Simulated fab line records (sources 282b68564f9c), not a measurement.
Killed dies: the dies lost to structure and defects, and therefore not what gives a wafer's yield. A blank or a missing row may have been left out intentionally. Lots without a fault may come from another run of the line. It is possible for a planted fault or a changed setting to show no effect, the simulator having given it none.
Comparing a struck lot with a sound one | flow rit cmos | 15 steps out of a route of 202
Sound: the wafers L943.1, L943.2, L943.6. The struck wafers were L955.1, L955.2, L955.3. The cause comes at the end.
Order at every step that has rows: each side's tool, ch and its chambers, its first start. Under that, the readings that differ: sound wafers | struck wafers | difference of the means | sigmas: that difference in standard deviations of wafers without a fault.
alike: same words and numbers on both sides, and readings whose means sit less than 2 such deviations apart. not compared: any withheld reading, any reading some wafer has no value for, any bound like >300 that may hide the same value, and any number with overlapping values for which the record gives no deviation.
Wherever a step has rows on one side only, a row that says differs or no value, or a row with sigmas, the two part there. Non-overlapping numbers with no deviation appear without sigmas and do not part them. Lack of a reading on every wafer of one side parts them only where that side has two or more wafers.

RIT_GATE_THK_MEAS_07:
  sound: film metro-04 at day 4 06:23; struck: film metro-03 at day 6 19:01
  alike: GATE_OXIDE_THK
then, 1 step without rows for these wafers: RIT_GATE_CVD_08 (deposits poly-Si from SiH4, target thk 250 nm, time 2220 s).
RIT_GATE_THK_MEAS_09:
  sound: film metro-03 at day 4 08:09; struck: film metro-04 at day 6 20:41
  alike: GATE_POLY_THK
then, 6 steps without rows for these wafers: RIT_GATE_HMDS_10 (prime time 60 s); RIT_GATE_COAT_11 (resist thk 850 nm); RIT_GATE_SOFTBAKE_12 (time 60 s); RIT_GATE_EXPOSE_13 (exposes mask M6, target cd 150 nm); RIT_GATE_PEB_14; RIT_GATE_DEVELOP_15 (develop time 50 s).
RIT_GATE_CD_MEAS_16: the cd target is 150 nm.
  sound: cd sem-02 at day 4 09:11; struck: cd sem-02 at day 6 21:43
  reading    | sound             | struck            | difference | sigmas
  cd nm (nm) | 145.5 145.3 142.6 | 153.2 152.5 153.4 | +8.6       | +3
RIT_GATE_OVL_MEAS_17:
  sound: overlay-01 at day 4 09:18; struck: overlay-02 at day 6 21:50
  alike: GATE_OVL
then, 1 step without rows for these wafers: RIT_GATE_HARDBAKE_18 (time 60 s).
RIT_GATE_ETCH_19: etches poly-Si in SF6/CHF3/O2, stops on SiO2, time 165 s, target depth 312.5 nm.
  sound on rie si-01 ch 0,1,3, day 4 09:29; struck on rie si-01 ch 0,1,2, day 6 22:02
  no value came back on the struck wafers for any of 6 readings (CHF3_flow_sccm (sccm), O2_flow_sccm (sccm) and others); on the sound wafers CHF3_flow_sccm (sccm) reads 29.93 29.92 30.16
  reading                                   | sound           | struck          | difference | sigmas
  model.NOVOLAK_of_GATE_COAT_11.thk nm (nm) | 668 672.3 671.6 | 750.8 751.5 750 | +80.1      |
  not compared: rf hours counter h
RIT_GATE_STRIP_20: strips in O2, time 180 s.
  sound on plasma asher-01 ch 0,1, day 4 09:36; struck on plasma asher-02 ch 0,1, day 6 22:08
  alike: drypump motor current A, o2 flow sccm
  not compared: rf hours counter h
RIT_GATE_CD_MEAS_90: the cd target is 150 nm.
  sound: cd sem-01 at day 4 09:46; struck: cd sem-02 at day 6 22:19
  reading    | sound             | struck | difference                    | sigmas
  cd nm (nm) | 145.0 145.4 142.5 | - - -  | no value on the struck wafers |

## WHERE THEY PART
First at RIT_GATE_CD_MEAS_16; last, within this record, at RIT_GATE_CD_MEAS_90.

WHY: what the simulator had put in
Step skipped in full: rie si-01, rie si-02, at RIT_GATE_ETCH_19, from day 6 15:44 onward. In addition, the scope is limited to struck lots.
